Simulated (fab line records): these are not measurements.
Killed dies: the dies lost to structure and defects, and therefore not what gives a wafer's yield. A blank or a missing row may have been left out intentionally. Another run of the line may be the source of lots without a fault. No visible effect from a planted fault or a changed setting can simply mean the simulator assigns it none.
A struck lot beside a sound one | flow rit_cmos | 18 steps out of a route of 202
Sound: the wafers L705.1, L705.3, L705.4. Struck: wafers L715.2, L715.5. (L715.4 of the same lot was not struck and is left out.) The cause comes at the end.
Order at every step that has rows: each side's tool, ch and its chambers, its first start. Under that, the readings that differ: sound wafers | struck wafers | difference of the means | sigmas: that difference in standard deviations of wafers without a fault.
alike: words and numbers the same on both sides, and readings whose means are apart by under 2 such deviations; not compared: readings that were withheld, readings missing a value for some wafer, numbers with overlapping values and no deviation given by the record, and bounds like >300 which may hide the same value.
Wherever a step has rows on one side only, a row that says differs or no value, or a row with sigmas, the two part there. When numbers do not overlap yet have no deviation, they are printed without sigmas and do not part them. Lack of a reading on every wafer of one side parts them only where that side has two or more wafers.

RIT_M1_SPUTTER_00: material Al, target thk 400 nm, time 500 s.
  sound on pvd_sputter-04, day 5 02:32; struck on pvd_sputter-02, day 7 07:42
  alike: throttle_valve_pct
RIT_M1_RS_MEAS_01: the measuring method here is four-point-probe.
  sound on film_metro-02, day 5 02:50; struck on film_metro-01, day 7 08:18
  reading           | sound                | struck        | difference | sigmas
  M1_AL_RS (ohm/sq) | 0.0721 0.0728 0.0731 | 0.0748 0.0742 | +0.0018    | +2
RIT_M1_THK_MEAS_02: measures by xrf.
  sound on film_metro-02, day 5 02:57; struck on film_metro-01, day 7 08:25
  reading        | sound       | struck  | difference | sigmas
  M1_AL_THK (nm) | 405 399 398 | 388 392 | -11        | -2
then, 6 steps without rows for these wafers: RIT_M1_HMDS_03 (prime time 60 s); RIT_M1_COAT_04 (resist thk 1300 nm); RIT_M1_SOFTBAKE_05 (time 60 s); RIT_M1_EXPOSE_06 (exposes mask M12, target cd 2600 nm); RIT_M1_PEB_07; RIT_M1_DEVELOP_08 (develop time 68 s).
RIT_M1_CD_MEAS_09 targets a cd of 2600 nm.
  sound on cd_sem-02, day 5 04:08; struck on cd_sem-02, day 7 09:22
  alike: cd_nm
RIT_M1_OVL_MEAS_10:
  sound on overlay-01, day 5 04:15; struck on overlay-01, day 7 09:29
  alike: M1_OVL
then, 1 step without rows for these wafers: RIT_M1_HARDBAKE_11 (time 120 s).
RIT_M1_METAL_ETCH_12: etches Al in Cl2/BCl3, stops on SiO2, time 165 s, target depth 600 nm.
  sound on rie_metal-04 ch 0,1, day 5 04:38; struck on rie_metal-01 ch 1, day 7 09:46
  reading                                 | sound             | struck      | difference | sigmas
  oes_product_au (a.u.)                   | 0.764 0.763 0.789 | 0.678 0.678 | -0.094     | -6
  model.NOVOLAK_of_M1_COAT_04.thk_nm (nm) | 816.8 815.7 819.1 | 971.6 973.8 | +155.5     |
  model.M1.feature_depth_nm (nm)          | 438.3 434.7 432.6 | 300.8 299.8 | -134.9     |
  model.etch.depth_nm (nm)                | 406.5 402.9 401.3 | 300.8 299.8 | -103.3     |
  alike: drypump_motor_current_A, throttle_valve_pct
  not compared: rf_hours_counter_h
then, 1 step without rows for these wafers: RIT_M1_STRIP_13 (strips in nmp, time 600 s).
RIT_M1_STRIP_14: strips in O2, time 180 s.
  sound on plasma_asher-03 ch 0,1, day 5 04:58; struck on plasma_asher-01 ch 0,1, day 7 10:07
  alike: drypump_motor_current_A
  not compared: rf_hours_counter_h
RIT_M1_CD_MEAS_90 targets a cd of 2600 nm.
  sound on cd_sem-01, day 5 05:09; struck on cd_sem-01, day 7 10:19
  reading    | sound          | struck    | difference | sigmas
  cd_nm (nm) | 2601 2602 2606 | 2617 2613 | +12        | +4
then, 1 step without rows for these wafers: RIT_M1_ANNEAL_15 (time 1767 s).
RIT_M1_PROBE_99:
  sound on prober-01, day 5 06:53; struck on prober-02, day 7 12:05
  reading                                  | sound             | struck      | difference | sigmas
  defect_limited_yield (%)                 | 98.1 93.9 96.2    | 0 0         | -96        | -80
  killed_at_M0_to_M3                       | 0 2 0             | 261 254     | +257       | +99 or more
  killed_dies                              | 5 16 10           | 264 264     | +254       | +82
  killed_on_rim                            | 0 2 2             | 70 70       | +69        | +53
  sort_bin_5_function (%)                  | 1.5 2.7 1.9       | 99.6 99.2   | +97.4      | +99 or more
  sort_n_pass                              | 259 248 254       | 0 0         | -254       | -82
  sort_yield_pct (%)                       | 98.1 93.9 96.2    | 0 0         | -96        | -80
  model.etest.tester.sort_n_pass           | 259 248 254       | 0 0         | -254       |
  model.etest.tester.sort_bin_5_pct (%)    | 1.515 2.652 1.894 | 99.62 99.24 | +97.41     |
  model.etest.tester.sort_yield_pct (%)    | 98.11 93.94 96.21 | 0 0         | -96        |
  model.etest.iso_nwell_nwell.short        | 0 0 0             | 1 1         | +1         |
  model.etest.nplus_sal.short              | 0 0 0             | 1 1         | +1         |
  model.etest.contact_ppoly.short          | 0 0 0             | 1 1         | +1         |
  model.etest.diode_pplus_nwell.short      | 0 0 0             | 1 1         | +1         |
  model.etest.diode_nplus_pwell.over_limit | 0 0 0             | 1 1         | +1         |
  alike: killed_at_contacts, killed_at_front_end, killed_open, killed_short, sort_bin_3_pad_short, sort_bin_6_memory

== WHERE THEY PART ==
First at RIT_M1_RS_MEAS_01; last, within this record, at RIT_M1_PROBE_99.

WHY: what had been put in by the simulator
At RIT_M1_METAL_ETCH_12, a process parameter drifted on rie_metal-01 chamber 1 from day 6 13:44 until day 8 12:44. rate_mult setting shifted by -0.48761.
